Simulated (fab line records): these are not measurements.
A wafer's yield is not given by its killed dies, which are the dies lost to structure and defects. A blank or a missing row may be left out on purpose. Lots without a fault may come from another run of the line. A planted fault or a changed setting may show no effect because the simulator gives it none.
Which tool did it?    flow berkeley-cmos170    15 lots (45 wafers sampled), 1 step of a 331-step route

WHAT EACH GAUGE READ, for each wafer
Not one reading of a measure or inspect step in the record can be checked against a usual standard deviation.

TOOL THAT RAN EACH LOT (tool first, then ch and the chambers of the sampled wafers, then the start)
lot   UCB170_GATE_DEVELOP_11
L470  litho-track-04 ch 0, day 8 03:00
L473  litho-track-04 ch 0, day 8 16:00
L471  litho-track-02 ch 0, day 8 17:00
L474  litho-track-02 ch 0, day 8 22:00
L476  litho-track-02, day 9 06:00
L477  litho-track-02, day 9 06:00
L478  litho-track-02, day 10 02:00
L480  litho-track-04 ch 0, day 10 08:00
L482  litho-track-02 ch 0, day 10 23:00
L486  litho-track-02 ch 0, day 11 04:00
L485  litho-track-04 ch 0, day 11 04:00
L484  litho-track-02 ch 0, day 11 04:00
L487  litho-track-03 ch 0, day 11 10:00
L489  litho-track-04 ch 0, day 12 14:00
L490  litho-track-03 ch 0, day 12 14:00
- UCB170_GATE_DEVELOP_11: develop time 45 s.

WHAT THE TOOLS THEMSELVES READ (means of the sampled wafers that have a number; where no wafer has one, the mark that the record gives instead)
UCB170_GATE_DEVELOP_11.
lot   tool            chill-plate-temp-C (C)
L470  litho-track-04  22.97
L473  litho-track-04  23.04
L471  litho-track-02  22.89
L474  litho-track-02  23.03
L476  litho-track-02  -
L477  litho-track-02  -
L478  litho-track-02  -
L480  litho-track-04  22.95
L482  litho-track-02  22.92
L486  litho-track-02  23.00
L485  litho-track-04  23.17
L484  litho-track-02  22.87
L487  litho-track-03  22.99
L489  litho-track-04  22.92
L490  litho-track-03  22.97

THE ANSWER, worked out from the rows above alone
Rule: the lots themselves supply what counts as usual. Put in order of their means at a reading, lots are off if they are a third of the lots or fewer, leave a main group of 4 or more, and stand apart from it by a gap of 3 or more times the standard deviation of the main group's means; of several such gaps the widest counts. A main group whose means are all the same, to the digits that the tables above print for the reading, isn't used. Also off: a lot with no number at a reading for which 4 or more lots have one. The other lots that the step has rows for count as sound. Order of review: gauges by route order, followed by the tools' own readings, for which a lot's mean as printed above is used. The first step at which some lot is off is used, and at that step the reading that is off furthest; a lot without a number counts as furthest.
Off: L476, L477, L478 (UCB170_GATE_DEVELOP_11, chill-plate-temp-C). Without a number there: L476, L477, L478. For the main group the mean is 22.98 C and the standard deviation 0.077.
A tool fits if, at that step or a process step before it, it ran every lot that is off, and no sound lot after the first of them. Of those tried, none fits.

WHAT WAS PUT IN BY THE SIMULATOR
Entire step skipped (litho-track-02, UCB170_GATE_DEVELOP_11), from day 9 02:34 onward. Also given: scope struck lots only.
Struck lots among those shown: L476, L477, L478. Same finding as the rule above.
